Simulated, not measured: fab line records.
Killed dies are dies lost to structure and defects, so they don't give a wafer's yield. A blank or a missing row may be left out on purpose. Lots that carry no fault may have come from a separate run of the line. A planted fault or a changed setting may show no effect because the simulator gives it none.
Which tool was responsible? | flow berkeley cmos170 | route of 331 steps, sampled at 1 step: 6 lots, 18 wafers

== WHAT EACH GAUGE READ, for each wafer ==
UCB170_SCREENOX_THK_MEAS_02.
lot  | measured    | on            | SCREENOX_OXIDE_THK (nm)
L958 | day 6 00:03 | film metro-01 | 14.54 14.51 14.54
L960 | day 6 05:40 | film metro-03 | 14.57 14.43 14.50
L962 | day 7 03:02 | film metro-03 | 14.27 14.25 14.55
L964 | day 7 10:07 | film metro-02 | 14.23 14.44 14.23
L975 | day 9 15:14 | film metro-01 | 16.79 16.80 17.06
L979 | day 9 19:28 | film metro-02 | 13.80 13.87 13.80

== EACH LOT AND THE TOOL THAT RAN IT (in order: tool; ch and the chambers of the sampled wafers; start) ==
Record: no process step prior to these readings.

== THE ANSWER, worked out from the rows above alone ==
Rule: usual is defined by the lots themselves. The widest of any qualifying gaps counts: lots, ordered by their means at a reading, are off when they make up no more than a third of the lots, leave a main group of 4 or more, and stand apart from it by 3 or more times the standard deviation of that group's means. A main group is skipped when, at the precision printed for the reading in the tables above, its means are all equal. Also off: a lot with no number at a reading for which 4 or more lots have one. The other lots that the step has rows for count as sound.
Off: L975, at UCB170_SCREENOX_THK_MEAS_02 (SCREENOX_OXIDE_THK). Main group: mean 14.30 nm, sd 0.25.
If a tool, at a process step before that reading, ran all the lots that are off and no sound lot after the first of them, it fits. Those tools and the gauges at UCB170_SCREENOX_THK_MEAS_02 are tried in the same way. One fits: UCB170_SCREENOX_THK_MEAS_02 on film metro-01. Its last sound lot is L958 (day 6 00:03), its first lot that is off L975 (day 9 15:14): a fault that began between those two fits.

== WHAT WAS PUT IN BY THE SIMULATOR ==
Metrology matching offset: film metro-01, from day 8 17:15 on, at UCB170_SCREENOX_THK_MEAS_02. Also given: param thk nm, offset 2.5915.
Lots struck among those shown: L975. The rule given above showed the same thing.
